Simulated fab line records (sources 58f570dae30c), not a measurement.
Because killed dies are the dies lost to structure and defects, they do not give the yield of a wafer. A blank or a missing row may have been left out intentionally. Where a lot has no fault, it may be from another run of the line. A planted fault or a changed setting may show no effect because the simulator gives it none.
Struck lot and sound lot, side by side    flow berkeley-cmos170    43 out of 331 route steps
Sound: these wafers, L556.1, L556.3, L556.4. Wafers L561.2, L561.3, L561.6 were the ones struck. The cause comes at the end.
For every step that has rows: the tool of each side, followed by ch and its chambers, followed by its first start. Under that, the readings that differ: sound wafers    struck wafers    difference of the means    sigmas: that difference in standard deviations of wafers without a fault.
alike: readings whose means differ by less than 2 such deviations, and words and numbers that are the same on both sides. not compared: withheld readings, readings that some wafer has no value for, bounds like >300 that may hide the same value, and numbers for which the record gives no deviation and whose values overlap.
Wherever a step has rows on one side only, a row that says differs or no value, or a row with sigmas, the two part there. Numbers that don't overlap but have no deviation are shown without sigmas and don't part them. A reading that every wafer of one side lacks parts them only if that side has two wafers or more.

first, 7 steps without rows for these wafers: UCB170_ACTIVE_CLEAN_17 (cleans in SPM, time 600 s); UCB170_PFIELD_HMDS_00 (prime time 60 s); UCB170_PFIELD_COAT_01 (resist thk 900 nm); UCB170_PFIELD_SOFTBAKE_02 (time 60 s); UCB170_PFIELD_EXPOSE_03 (exposes mask PFIELD, target cd 1500 nm); UCB170_PFIELD_PEB_04; UCB170_PFIELD_DEVELOP_05 (develop time 45 s).
UCB170_PFIELD_OVL_MEAS_06:
  struck on overlay-01, day 7 07:28; sound on overlay-01, day 6 05:11
  alike: PFIELD_OVL
after that, 1 step had no rows for these wafers: UCB170_PFIELD_IMPLANT_07.
UCB170_PFIELD_STRIP_08: strips in O2.
  sound on plasma-asher-02 ch 0,1, day 6 05:22; struck on plasma-asher-04 ch 0,1, day 7 07:38
  alike: drypump-motor-current-A, oes-product-au, strip-time-to-endpoint-s
  not compared: rf-hours-counter-h
UCB170_PFIELD_TW_MEAS_09:
  struck on film-metro-02, day 7 07:45; sound on film-metro-01, day 6 05:28
  alike: PFIELD_TW
then, 1 step without rows for these wafers: UCB170_FIELD_CLEAN_00 (cleans in dHF, time 7.5 s).
UCB170_FIELD_OXIDATION_01: target thk 558.3 nm, ox time 7200 s.
  sound on furnace-04 ch 0, day 6 07:38; struck on furnace-01 ch 0, day 7 09:52
reading                                       sound                 struck                difference  sigmas
spike-tc-centre-C (C)                         1001.7 1003.1 1001.8  1006.9 1010.3 1007.8  +6.1        +5
spike-tc-load-C (C)                           1020.3 1021.8 1023.1  1033.8 1033.1 1034.1  +11.9       +6
tube-center-temp-C (C)                        1000.1 999.98 999.94  1008 1007.9 1007.9    +8          +90
tube_center_temp_C_max                        1003.0 1002.1 1002.3  1010.3 1010.1 1010.7  +7.9        +19
model.SiO2_of_FIELD_OXIDATION_01.thk-nm (nm)  559.5 548.2 569.3     589.9 592.4 598.3     +34.5       
UCB170_FIELD_THK_MEAS_02:
  struck on film-metro-01, day 7 12:53; sound on film-metro-04, day 6 10:38
reading               sound        struck       difference  sigmas
FIELD_OXIDE_THK (nm)  559 548 569  589 592 598  +34         +4
then, 3 steps without rows for these wafers: UCB170_FIELD_ANNEAL_03 (time 1200 s); UCB170_FIELD_WET_ETCH_04 (etches SiO2 in dHF, time 60 s); UCB170_FIELD_WET_ETCH_05 (etches Si3N4 in H3PO4, time 12600 s).
UCB170_FIELD_WET_ETCH_06: etches SiO2 in BOE, time 22 s.
  sound on wet-bench-01 ch 3, day 6 16:54; struck on wet-bench-01 ch 3, day 7 20:23
reading                                       sound              struck           difference  sigmas
model.SiO2_of_FIELD_OXIDATION_01.thk-nm (nm)  442.9 431.6 452.9  474 476.6 482.5  +35         
UCB170_FIELD_THK_MEAS_90:
  struck on film-metro-04, day 7 20:25; sound on film-metro-03, day 6 16:58
reading                      sound        struck       difference  sigmas
FIELD_OXIDE_LEFT_1_THK (nm)  443 432 453  474 477 482  +35         +4
then, 2 steps without rows for these wafers: UCB170_SACOX_CLEAN_00 (cleans in dHF, time 7.5 s); UCB170_SACOX_OXIDATION_01 (target thk 14.4 nm, ox time 2400 s).
UCB170_SACOX_THK_MEAS_02:
  struck on film-metro-04, day 7 22:13; sound on film-metro-02, day 6 21:44
  alike: SACOX_OXIDE_THK
then, 2 steps without rows for these wafers: UCB170_SCREENOX_WET_ETCH_00 (etches SiO2 in dHF, time 200 s); UCB170_SCREENOX_OXIDATION_01 (target thk 14.4 nm, ox time 2400 s).
UCB170_SCREENOX_THK_MEAS_02:
  struck on film-metro-03, day 8 01:08; sound on film-metro-03, day 7 00:39
  alike: SCREENOX_OXIDE_THK
then, 7 steps without rows for these wafers: UCB170_SCREENOX_ANNEAL_03 (time 900 s); UCB170_NVT_HMDS_00 (prime time 60 s); UCB170_NVT_COAT_01 (resist thk 900 nm); UCB170_NVT_SOFTBAKE_02 (time 60 s); UCB170_NVT_EXPOSE_03 (exposes mask PWELL, target cd 3000 nm); UCB170_NVT_PEB_04; UCB170_NVT_DEVELOP_05 (develop time 45 s).
UCB170_NVT_OVL_MEAS_06:
  struck on overlay-02, day 8 04:43; sound on overlay-01, day 7 04:59
  alike: NVT_OVL
after that, 1 step had no rows for these wafers: UCB170_NVT_IMPLANT_07.
UCB170_NVT_STRIP_08: strips in O2.
  sound on plasma-asher-04 ch 0,1, day 7 05:11; struck on plasma-asher-04 ch 0, day 8 04:54
  alike: drypump-motor-current-A, oes-product-au, strip-time-to-endpoint-s
  not compared: rf-hours-counter-h
UCB170_NVT_TW_MEAS_09:
  struck on film-metro-04, day 8 05:01; sound on film-metro-04, day 7 05:19
  alike: NVT_TW
then, 6 steps without rows for these wafers: UCB170_NVT_CLEAN_10 (cleans in SPM, time 600 s); UCB170_PVT_HMDS_00 (prime time 60 s); UCB170_PVT_COAT_01 (resist thk 900 nm); UCB170_PVT_SOFTBAKE_02 (time 60 s); UCB170_PVT_EXPOSE_03 (exposes mask NWELL, target cd 3000 nm); UCB170_PVT_PEB_04.
UCB170_FIELD_THK_MEAS_91:
  struck on film-metro-01, day 8 07:49; sound on film-metro-01, day 7 08:09
reading                      sound        struck       difference  sigmas
FIELD_OXIDE_LEFT_2_THK (nm)  355 344 365  386 389 394  +35         +4

== WHERE THEY PART ==
Last at UCB170_FIELD_THK_MEAS_91 as far as this record goes, first at UCB170_FIELD_OXIDATION_01.

WHY: the cause the simulator had injected
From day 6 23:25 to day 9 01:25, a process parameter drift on furnace-01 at UCB170_FIELD_OXIDATION_01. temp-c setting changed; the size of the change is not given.
